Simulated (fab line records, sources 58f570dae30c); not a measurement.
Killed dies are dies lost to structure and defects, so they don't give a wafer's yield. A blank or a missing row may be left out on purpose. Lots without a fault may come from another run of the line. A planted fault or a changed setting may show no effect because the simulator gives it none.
One fault seen from 2 desks | flow berkeley_cmos170 | each desk has only its own numbers; what lay behind them comes last

THE TOOL OWNER'S DESK: rie_diel-04
The tool's own readings at UCB170_M3_ETCH_17 (etches BARC in N2/H2): means of the sampled wafers that have a number, for each lot that ran on this tool. A lot is out of limits, marked OUT, if its mean lies more than 4 standard deviations from the usual mean; the brackets give that distance.
Columns: A = bias_w at UCB170_M3_ETCH_17, usual 100.02 W; B = drypump_motor_current_A at UCB170_M3_ETCH_17, usual 5.7 A; C = oes_product_au at UCB170_M3_ETCH_17, usual 1.01 a.u.; D = throttle_valve_pct at UCB170_M3_ETCH_17, usual 13.32 %
lot  | first seen here | A                | B   | C    | D
L702 | day 8 22:24     | 99.92            | 5.6 | 1.02 | 13.42
L706 | day 9 15:11     | 100.26           | 5.8 | 0.97 | 13.71
L708 | day 10 14:29    | 100.26           | 5.7 | 1.00 | 13.43
L715 | day 11 19:52    | 100.14           | 5.7 | 0.98 | 13.64
L717 | day 12 06:56    | 100.16           | 5.7 | 1.01 | 13.48
L718 | day 12 13:14    | 108.17 (+27) OUT | 5.7 | 1.01 | 13.69
L719 | day 12 21:47    | 108.37 (+28) OUT | 5.6 | 1.03 | 13.42
This desk's finding: out of limits on L718, L719; first on L718, day 12 13:14 (bias_w at UCB170_M3_ETCH_17). In limits: L702, L706, L708, L715, L717.

THE METROLOGY DESK
What the gauges read, lot by lot, whatever tool the lot ran on: means of the sampled wafers that have a number. A lot is out of limits, marked OUT, if its mean lies more than 4 standard deviations from the usual mean; the brackets give that distance.
Columns: A = M3_OVL at UCB170_M3_OVL_MEAS_16, usual -1 nm; B = M3_BOW at UCB170_M3_BOW_MEAS_20, usual 34 um
lot  | first seen here | A   | B
L702 | day 8 22:22     | 4   | 38
L707 | day 9 13:50     | 5   | 34
L706 | day 9 15:10     | -14 | 39
L708 | day 10 14:27    | 4   | 30
L714 | day 11 19:35    | 2   | 37
L715 | day 11 19:50    | 7   | 35
L712 | day 11 20:59    | -5  | 25
L717 | day 12 06:54    | -3  | 27
L718 | day 12 13:12    | -11 | 32
L719 | day 12 21:45    | -0  | 34
L721 | day 13 04:59    | -6  | 35
L722 | day 13 12:19    | 4   | 45
L723 | day 13 17:03    | 6   | 37
L724 | day 14 04:24    | -6  | 31
This desk's finding: nothing out of limits on any of the 14 lots.

PUT TOGETHER
The tool owner's desk could have raised an alarm at day 12 13:14, on L718, L719.
The metrology desk saw nothing out of limits.
The metrology desk has L718, L719 on record, within its limits.
Of the lots named, all ran UCB170_M3_ETCH_17 on rie_diel-04.

WHAT THE SIMULATOR HAD PUT IN
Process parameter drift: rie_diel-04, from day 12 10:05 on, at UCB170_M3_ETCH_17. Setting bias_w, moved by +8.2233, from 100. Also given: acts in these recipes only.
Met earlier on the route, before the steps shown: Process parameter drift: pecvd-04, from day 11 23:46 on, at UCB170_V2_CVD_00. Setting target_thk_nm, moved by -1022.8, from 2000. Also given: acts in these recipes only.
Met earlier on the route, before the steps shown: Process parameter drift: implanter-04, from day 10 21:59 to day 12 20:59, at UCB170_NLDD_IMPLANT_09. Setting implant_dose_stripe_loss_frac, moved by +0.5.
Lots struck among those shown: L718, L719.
Hours from the fault's start to each desk's first reading out of limits: the tool owner's desk, 3.
